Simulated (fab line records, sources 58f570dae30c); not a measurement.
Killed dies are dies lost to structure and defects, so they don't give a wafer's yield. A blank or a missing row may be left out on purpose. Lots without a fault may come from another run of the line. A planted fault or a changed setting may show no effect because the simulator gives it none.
One fault seen from 2 desks | flow berkeley_cmos170 | each desk has only its own numbers; what lay behind them comes last

THE METROLOGY DESK
What the gauges read, lot by lot, whatever tool the lot ran on: means of the sampled wafers that have a number. A lot is out of limits, marked OUT, if its mean lies more than 4 standard deviations from the usual mean; the brackets give that distance.
Columns: A = WELLDRIVE_OXIDE_THK at UCB170_WELLDRIVE_THK_MEAS_02, usual 198 nm; B = ACTIVE_NITRIDE_THK at UCB170_ACTIVE_THK_MEAS_06, usual 219.5 nm; C = cd_nm at UCB170_ACTIVE_CD_MEAS_90, usual 1200.2 nm
lot  | first seen here | A   | B     | C
L491 | day 3 19:48     | 195 | 222.3 | 1199.8
L493 | day 4 02:10     | 197 | 219.8 | 1200.0
L492 | day 4 02:14     | 201 | 217.2 | 1197.1
L495 | day 4 17:15     | 197 | 220.0 | 1198.2
L496 | day 4 17:15     | 199 | 221.8 | 1199.3
L500 | day 5 07:14     | 203 | 218.8 | 1201.6
L502 | day 6 03:19     | 197 | 217.8 | 1199.1
L504 | day 6 06:49     | 194 | 219.5 | 1201.4
L508 | day 7 06:09     | 192 | 223.5 | 1203.0
L510 | day 7 16:33     | 198 | 218.0 | 1199.6
L509 | day 7 16:34     | 197 | 218.0 | 1201.2
L512 | day 8 12:16     | 197 | 217.8 | 1199.1
L513 | day 8 12:16     | 200 | 219.9 | 1201.2
L514 | day 8 18:31     | 204 | 218.8 | 1201.7
This desk's finding: nothing out of limits on any of the 14 lots.

THE TOOL OWNER'S DESK: rie_diel-03
The tool's own readings at UCB170_PWELL_ETCH_14 (etches Si3N4 in CH3F/Ar/O2, stops on SiO2, target depth 242 nm, time 151 s): means of the sampled wafers that have a number, for each lot that ran on this tool. A lot is out of limits, marked OUT, if its mean lies more than 4 standard deviations from the usual mean; the brackets give that distance.
Columns: A = drypump_motor_current_A at UCB170_PWELL_ETCH_14, usual 5.5 A; B = oes_product_au at UCB170_PWELL_ETCH_14, usual 0.942 a.u.; C = throttle_valve_pct at UCB170_PWELL_ETCH_14, usual 8.04 %
lot  | first seen here | A   | B               | C
L493 | day 3 13:24     | 5.4 | 0.937           | 8.12
L496 | day 4 04:17     | 5.4 | 0.946           | 8.02
L500 | day 4 18:53     | 5.4 | 0.790 (-11) OUT | 8.03
L502 | day 5 14:50     | 5.1 | 0.794 (-11) OUT | 7.93
L513 | day 7 23:43     | 5.2 | 0.945           | 8.02
This desk's finding: out of limits on L500, L502; first on L500, day 4 18:53 (oes_product_au at UCB170_PWELL_ETCH_14). In limits: L493, L496, L513.

PUT TOGETHER
The tool owner's desk could have raised an alarm at day 4 18:53, on L500, L502.
The metrology desk saw nothing out of limits.
The metrology desk has L500, L502 on record, within its limits.
Of the lots named, all ran UCB170_PWELL_ETCH_14 on rie_diel-03.

WHAT THE SIMULATOR HAD PUT IN
Process parameter drift: rie_diel-03, from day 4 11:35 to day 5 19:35, at UCB170_PWELL_ETCH_14. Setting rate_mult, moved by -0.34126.
Lots struck among those shown: L500, L502.
Hours from the fault's start to each desk's first reading out of limits: the tool owner's desk, 7.
